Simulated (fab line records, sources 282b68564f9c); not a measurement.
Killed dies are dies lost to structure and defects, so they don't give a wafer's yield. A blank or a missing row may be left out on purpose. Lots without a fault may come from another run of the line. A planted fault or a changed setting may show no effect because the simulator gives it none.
A struck lot beside a sound one | flow rit_cmos | 44 steps out of a route of 202
Sound: wafers L881.1, L881.2, L881.6. Struck: wafers L890.2, L890.4, L890.5. The cause comes at the end.
At each step with rows: each side's tool, then ch and its chambers, then its first start. Under that, the readings that differ: sound wafers | struck wafers | difference of the means | sigmas: that difference in standard deviations of wafers without a fault.
alike: readings whose means differ by less than 2 such deviations, and words and numbers that are the same on both sides. not compared: withheld readings, readings that some wafer has no value for, bounds like >300 that may hide the same value, and numbers for which the record gives no deviation and whose values overlap.
The two part at a step that has a row with sigmas, a row that says differs or no value, or rows on one side only. Numbers that don't overlap but have no deviation are shown without sigmas and don't part them. A reading that every wafer of one side lacks parts them only if that side has two wafers or more.

RIT_GATE_STRIP_20: strips in O2, time 180 s.
  sound on plasma_asher-04 ch 0,1, day 5 10:17; struck on plasma_asher-01 ch 0,1, day 7 04:58
  alike: drypump_motor_current_A
  not compared: rf_hours_counter_h
RIT_GATE_CD_MEAS_90: target cd 150 nm.
  sound on cd_sem-01, day 5 10:28; struck on cd_sem-01, day 7 05:10
  alike: cd_nm
then, 4 steps without rows for these wafers: RIT_REOX_CLEAN_00 (cleans in SC1, time 600 s); RIT_REOX_CLEAN_01 (cleans in dHF, time 30 s); RIT_REOX_CLEAN_02 (cleans in SC2, time 600 s); RIT_REOX_OXIDATION_03 (target thk 25.2 nm, ox time 5580 s).
RIT_REOX_THK_MEAS_04:
  sound on film_metro-01, day 5 14:13; struck on film_metro-01, day 7 08:37
  alike: REOX_OXIDE_THK
then, 5 steps without rows for these wafers: RIT_NLDD_HMDS_00 (prime time 60 s); RIT_NLDD_COAT_01 (resist thk 1000 nm); RIT_NLDD_SOFTBAKE_02 (time 60 s); RIT_NLDD_EXPOSE_03 (exposes mask M7, target cd 40700 nm); RIT_NLDD_PEB_04.
RIT_NLDD_DEVELOP_05: develop time 50 s.
  sound on litho_track-01 ch 0, day 5 14:00; struck on litho_track-02 ch 0, day 7 09:00
  reading              | sound             | struck            | difference | sigmas
  developer_temp_C (C) | 23.06 23.00 22.96 | 23.74 23.88 23.69 | +0.76      | +7
RIT_NLDD_OVL_MEAS_06:
  sound on overlay-01, day 5 15:08; struck on overlay-02, day 7 09:31
  alike: NLDD_OVL
then, 2 steps without rows for these wafers: RIT_NLDD_HARDBAKE_07 (time 60 s); RIT_NLDD_IMPLANT_08.
RIT_NLDD_STRIP_09: strips in O2, time 180 s.
  sound on plasma_asher-02 ch 0,1, day 5 15:28; struck on plasma_asher-02 ch 1, day 7 09:51
  alike: drypump_motor_current_A
  not compared: rf_hours_counter_h
RIT_NLDD_TW_MEAS_10:
  sound on film_metro-03, day 5 15:38; struck on film_metro-04, day 7 10:02
  alike: NLDD_TW
then, 6 steps without rows for these wafers: RIT_PLDD_HMDS_00 (prime time 60 s); RIT_PLDD_COAT_01 (resist thk 1000 nm); RIT_PLDD_SOFTBAKE_02 (time 60 s); RIT_PLDD_EXPOSE_03 (exposes mask M8, target cd 40900 nm); RIT_PLDD_PEB_04; RIT_PLDD_DEVELOP_05 (develop time 50 s).
RIT_PLDD_OVL_MEAS_06:
  sound on overlay-02, day 5 17:01; struck on overlay-02, day 7 10:56
  alike: PLDD_OVL
then, 2 steps without rows for these wafers: RIT_PLDD_HARDBAKE_07 (time 60 s); RIT_PLDD_IMPLANT_08.
RIT_PLDD_STRIP_09: strips in O2, time 180 s.
  sound on plasma_asher-03 ch 0,1, day 5 17:22; struck on plasma_asher-03 ch 1, day 7 11:16
  alike: drypump_motor_current_A
  not compared: rf_hours_counter_h
RIT_PLDD_TW_MEAS_10:
  sound on film_metro-03, day 5 17:32; struck on film_metro-03, day 7 11:27
  alike: PLDD_TW
then, 4 steps without rows for these wafers: RIT_SPACER_CLEAN_00 (cleans in SC1, time 600 s); RIT_SPACER_CLEAN_01 (cleans in dHF, time 30 s); RIT_SPACER_CLEAN_02 (cleans in SC2, time 600 s); RIT_SPACER_CVD_03 (deposits Si3N4 from SiH2Cl2/NH3, target thk 250 nm, time 3300 s).
RIT_SPACER_THK_MEAS_04:
  sound on film_metro-02, day 5 19:53; struck on film_metro-02, day 7 13:48
  alike: SPACER_NITRIDE_THK
RIT_SPACER_ETCHBACK_05: etches Si3N4 in SF6/CHF3, stops on SiO2, target depth 250 nm, time 240 s.
  sound on rie_diel-03 ch 0,2,3, day 5 19:56; struck on rie_diel-04 ch 0,1,2, day 7 13:51
  alike: CHF3_flow_sccm, drypump_motor_current_A, oes_product_au, throttle_valve_pct
  not compared: rf_hours_counter_h
then, 6 steps without rows for these wafers: RIT_NSD_HMDS_00 (prime time 60 s); RIT_NSD_COAT_01 (resist thk 1000 nm); RIT_NSD_SOFTBAKE_02 (time 60 s); RIT_NSD_EXPOSE_03 (exposes mask M9, target cd 40700 nm); RIT_NSD_PEB_04; RIT_NSD_DEVELOP_05 (develop time 50 s).
RIT_NSD_OVL_MEAS_06:
  sound on overlay-01, day 5 21:04; struck on overlay-01, day 7 14:51
  alike: NSD_OVL
RIT_CONTACT_ETCH_11: etches SiO2 in CHF3/CF4/Ar, stops on TiSi2, target depth 480 nm, time 320 s.
  sound on rie_diel-02 ch 0,2,3, day 6 01:59; struck on rie_diel-01 ch 0,2,3, day 7 20:06
  reading                     | sound           | struck         | difference | sigmas
  drypump_motor_current_A (A) | 6.2 6.3 6.0     | 5.0 5.7 4.8    | -1.0       | -2
  model.CONTACT.cd_nm (nm)    | 999.7 999 998.9 | 1003 1002 1003 | +3         |
  alike: CHF3_flow_sccm, mfc_ar_sccm, oes_product_au, throttle_valve_pct
  not compared: rf_hours_counter_h
RIT_M1_PROBE_99:
  sound on prober-01, day 6 07:10; struck on prober-01, day 8 01:07
  reading      | sound | struck | difference | sigmas
  killed_short | 3 9 5 | 2 2 1  | -4         | -2
  alike: killed_at_contacts, killed_at_front_end, killed_dies, killed_open
  not compared: model.etest.contact_to_gate.bv_right_v, model.etest.contact_to_gate.bv_left_v

WHERE THEY PART
First at RIT_NLDD_DEVELOP_05; last, within this record, at RIT_M1_PROBE_99.

WHY: what the simulator had put in
Process parameter drift: litho_track-02, from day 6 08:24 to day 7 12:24, at RIT_NLDD_DEVELOP_05. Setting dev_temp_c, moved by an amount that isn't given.
